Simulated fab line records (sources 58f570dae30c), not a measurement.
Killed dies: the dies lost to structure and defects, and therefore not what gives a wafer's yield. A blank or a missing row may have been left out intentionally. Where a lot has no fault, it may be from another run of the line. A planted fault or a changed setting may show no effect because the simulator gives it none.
One fault seen from 2 desks | flow berkeley cmos170 | each desk holds nothing but its own numbers, with what lay behind them at the end

== THE TOOL OWNER'S DESK: litho track-01 ==
The tool's own readings at UCB170_M2_PEB_13, given as means over the sampled wafers that have a number, one for each lot that went through this tool. A lot is out of limits, marked OUT, if its mean lies more than 4 standard deviations from the usual mean; the brackets give that distance.
Columns: A = chill plate temp C at UCB170_M2_PEB_13, usual 23.00 C; B = exhaust pa at UCB170_M2_PEB_13, usual 44.9 Pa
lot  | first seen here | A     | B
L334 | day 9 00:54     | 22.95 | 44.7
L348 | day 12 07:49    | 22.94 | 44.6
L349 | day 12 08:04    | 23.02 | 44.2
Finding of this desk: none of the 3 lots has anything out of limits.

== AT THE METROLOGY DESK ==
Means of the sampled wafers that have a number, per lot and without regard to the tool the lot ran on: this is what the gauges read. A lot is out of limits, marked OUT, if its mean lies more than 4 standard deviations from the usual mean; the brackets give that distance.
Columns: A = cd nm at UCB170_M1_CD_MEAS_09, usual 699.7 nm; B = M1_OVL at UCB170_M1_OVL_MEAS_10, usual -1 nm
lot  | first seen here | A     | B
L326 | day 7 10:49     | 700.4 | -4
L328 | day 7 16:02     | 699.0 | 2
L330 | day 8 03:34     | 699.3 | 2
L333 | day 8 12:28     | 699.3 | -3
L334 | day 8 14:58     | 698.8 | -1
L338 | day 9 11:43     | 699.5 | 0
L339 | day 9 14:25     | 698.9 | 6
L344 | day 10 19:40    | 701.5 | -4
L345 | day 10 20:16    | 699.7 | 3
L343 | day 10 20:34    | 701.5 | -1
L346 | day 11 11:26    | 701.0 | -8
L347 | day 11 20:54    | 698.5 | -7
L348 | day 11 22:38    | 697.6 | 2
L349 | day 11 22:50    | 698.2 | 0
Finding of this desk: none of the 14 lots has anything out of limits.

== TAKEN TOGETHER ==
Nothing out of limits was seen by the tool owner's desk.
The metrology desk saw nothing out of limits.

== WHAT WAS PUT IN BY THE SIMULATOR ==
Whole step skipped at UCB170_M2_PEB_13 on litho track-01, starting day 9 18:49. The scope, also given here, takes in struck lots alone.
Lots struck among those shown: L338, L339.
